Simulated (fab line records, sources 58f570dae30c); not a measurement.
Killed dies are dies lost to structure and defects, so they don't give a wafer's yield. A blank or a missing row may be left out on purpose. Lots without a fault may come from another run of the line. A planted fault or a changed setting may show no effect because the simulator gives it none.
Chamber matching | flow berkeley_cmos170 | UCB170_V1_CVD_00 on pecvd-01: 3 sister chambers
The step deposits SiO2 from TEOS/O2, target thk 2000 nm, time 250 s. 6 wafers are shown with their chamber, then 7 later ones without.

WAFERS WITH THEIR CHAMBER
wafer  | chamber | heater_power_w (W)
L602.1 | 1       | 319
L602.4 | 1       | 218
L604.4 | 2       | 284
L604.5 | 0       | 299
L606.1 | 0       | 231
L606.4 | 2       | 203

WAFERS WITHOUT THEIR CHAMBER
wafer  | heater_power_w (W)
L606.5 | 301
L607.1 | 312
L607.2 | 247
L607.6 | 297
L610.1 | 228
L610.2 | 253
L610.3 | 300

WHICH CHAMBER EACH WENT THROUGH
wafer  | from the rows above          | in truth
L606.5 | can't be placed: 1 or 0 or 2 | 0
L607.1 | can't be placed: 1 or 0 or 2 | 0
L607.2 | can't be placed: 2 or 0 or 1 | 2
L607.6 | can't be placed: 1 or 0 or 2 | 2
L610.1 | can't be placed: 2 or 0 or 1 | 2
L610.2 | can't be placed: 2 or 0 or 1 | 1
L610.3 | can't be placed: 1 or 0 or 2 | 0
Placed correctly: 0 of 7. Can't be placed from these rows: 7 (the true chamber is among the candidates in 7). Placed wrongly: 0.
How it was worked out, from the rows above alone: a wafer's distance from a chamber is the root of the sum, over the readings, of the square of ((its reading less the chamber's mean) divided by the reading's scatter). The wafer belongs to the nearest chamber; if the next one is less than 2 further off, it can't be placed. A chamber's mean is the mean of its shown wafers. The scatter: the root of (the sum of the squares of (reading less its chamber's mean) over the shown wafers, divided by (wafers less chambers)).
